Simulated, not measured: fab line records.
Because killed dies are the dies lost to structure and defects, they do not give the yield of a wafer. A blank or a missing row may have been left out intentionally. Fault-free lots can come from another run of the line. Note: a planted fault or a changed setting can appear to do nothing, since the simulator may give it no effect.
Which tool was responsible? ; flow berkeley cmos170 ; 14 lots, 42 wafers sampled, at 4 steps of a route of 331

== WHAT EACH GAUGE READ, for each wafer ==
UCB170_M2_RS_MEAS_02: measurement is done with a four-point probe.
lot;measured;on;M2_AL_RS (ohm/sq)
L386;day 7 09:44;film metro-04;0.03211 0.03202 0.03195
L388;day 7 19:00;film metro-04;0.03197 0.03209 0.03209
L390;day 8 03:15;film metro-04;0.03244 0.03229 0.032
L389;day 8 09:04;film metro-02;0.03224 0.0322 0.03195
L392;day 9 03:52;film metro-02;0.03209 0.03162 0.03205
L394;day 9 03:50;film metro-04;0.03213 0.03223 0.0321
L396;day 9 09:35;film metro-01;0.03255 0.03257 0.0324
L399;day 10 09:23;film metro-01;0.03253 0.03234 0.03219
L402;day 10 22:31;film metro-01;0.03195 0.032 0.03202
L403;day 11 09:46;film metro-04;0.03226 0.03227 0.03219
L405;day 11 16:16;film metro-01;0.03176 0.03162 0.03206
L406;day 12 04:34;film metro-04;0.03176 0.032 0.0318
L407;day 12 04:40;film metro-01;0.03167 0.03183 0.03141
L409;day 13 04:33;film metro-02;0.03247 0.03226 0.03253

UCB170_V2_BOW_MEAS_03.
lot;measured;on;V2_BOW (um)
L386;day 7 13:02;film metro-02;37 33 36
L388;day 7 22:24;film metro-03;33 45 25
L390;day 8 06:14;film metro-03;37 26 20
L394;day 9 07:52;film metro-02;49 43 40
L396;day 9 12:59;film metro-04;26 41 28
L399;day 10 13:17;film metro-03;35 29 48
L402;day 11 01:28;film metro-03;43 36 27
L403;day 11 15:40;film metro-03;44 52 43
L405;day 11 19:19;film metro-04;37 38 30
L406;day 12 10:46;film metro-02;32 21 41
L407;day 12 10:59;film metro-03;44 38 43
L409;day 13 07:47;film metro-02;45 44 42

== EACH LOT AND THE TOOL THAT RAN IT (in order: tool; ch and the chambers of the sampled wafers; start) ==
lot;UCB170_V1_ETCH_14;UCB170_M2_DEVELOP_14
L386;rie diel-03 ch 1,3, day 7 09:11;litho track-02 ch 0, day 7 11:00
L388;rie diel-01 ch 0,1, day 7 18:24;litho track-02 ch 0, day 7 20:00
L390;rie diel-01 ch 0,2, day 8 02:40;litho track-03 ch 0, day 8 04:00
L389;rie diel-04 ch 2,3, day 8 08:31;litho track-04, day 8 12:00
L392;rie diel-04 ch 1,2,3, day 9 03:17;litho track-02, day 9 05:00
L394;rie diel-03 ch 1,2,3, day 9 03:17;litho track-02 ch 0, day 9 06:00
L396;rie diel-03 ch 1,2, day 9 08:59;litho track-03 ch 0, day 9 11:00
L399;rie diel-01 ch 1,3, day 10 08:49;litho track-03 ch 0, day 10 12:00
L402;rie diel-03 ch 2,3, day 10 21:58;litho track-04 ch 0, day 11 00:00
L403;rie diel-04 ch 0,1, day 11 09:12;litho track-03 ch 0, day 11 14:00
L405;rie diel-03 ch 0,3, day 11 15:42;litho track-02 ch 0, day 11 17:00
L406;rie diel-03 ch 0,2,3, day 12 04:00;litho track-02 ch 0, day 12 09:00
L407;rie diel-01 ch 0,2,3, day 12 04:07;litho track-03 ch 0, day 12 09:00
L409;rie diel-04 ch 0,2,3, day 13 03:58;litho track-02 ch 0, day 13 06:00
- UCB170_V1_ETCH_14: etches SiO2 in CHF3/CF4/Ar, stops on Al, target depth 1250 nm, time 291 s.
- UCB170_M2_DEVELOP_14: develop time 45 s.

== WHAT THE TOOLS THEMSELVES READ (means of the sampled wafers that have a number; where no wafer has one, the mark that the record gives instead) ==
UCB170_V1_ETCH_14.
lot;tool;drypump motor current A (A);oes product au (a.u.);throttle valve pct (%)
L386;rie diel-03;5.5;0.868;6.99
L388;rie diel-01;5.6;0.870;6.93
L390;rie diel-01;5.8;0.870;6.98
L389;rie diel-04;6.1;0.873;7.16
L392;rie diel-04;6.0;0.874;7.12
L394;rie diel-03;5.6;0.867;6.95
L396;rie diel-03;5.7;0.873;7.03
L399;rie diel-01;5.3;0.863;6.82
L402;rie diel-03;5.5;0.866;6.88
L403;rie diel-04;5.8;0.867;7.09
L405;rie diel-03;5.7;0.870;6.87
L406;rie diel-03;5.8;0.874;6.90
L407;rie diel-01;5.6;0.873;6.95
L409;rie diel-04;6.1;0.876;7.13

UCB170_M2_DEVELOP_14.
lot;tool;chill plate temp C (C)
L386;litho track-02;23.06
L388;litho track-02;23.05
L390;litho track-03;22.84
L389;litho track-04;-
L392;litho track-02;-
L394;litho track-02;22.93
L396;litho track-03;23.04
L399;litho track-03;23.05
L402;litho track-04;23.14
L403;litho track-03;22.88
L405;litho track-02;23.09
L406;litho track-02;23.13
L407;litho track-03;23.01
L409;litho track-02;22.89

== THE ANSWER, worked out from the rows above alone ==
Rule: usual is defined by the lots themselves. Put in order of their means at a reading, lots are off if they are a third of the lots or fewer, leave a main group of 4 or more, and stand apart from it by a gap of 3 or more times the standard deviation of the main group's means; of several such gaps the widest counts. If all means in a main group match to the digits the tables above print for the reading, that group is not used. A lot without any number at a reading at which 4 lots or more have one is off too. Any other lot the step has rows for is counted as sound. After the gauges, taken in route order, come the tools' own readings; for these a lot's mean is taken, as printed above. The first step at which some lot is off is used, and at that step the reading that is off furthest; a lot without a number counts as furthest.
Off: L389, L392 (UCB170_M2_DEVELOP_14, chill plate temp C). Without a number there: L389, L392. For the main group the mean is 23.01 C and the standard deviation 0.096.
A tool fits if, at that step or a process step before it, it ran every lot that is off, and no sound lot after the first of them. Not one of the candidates tried fits.

== WHAT HAD BEEN PUT IN BY THE SIMULATOR ==
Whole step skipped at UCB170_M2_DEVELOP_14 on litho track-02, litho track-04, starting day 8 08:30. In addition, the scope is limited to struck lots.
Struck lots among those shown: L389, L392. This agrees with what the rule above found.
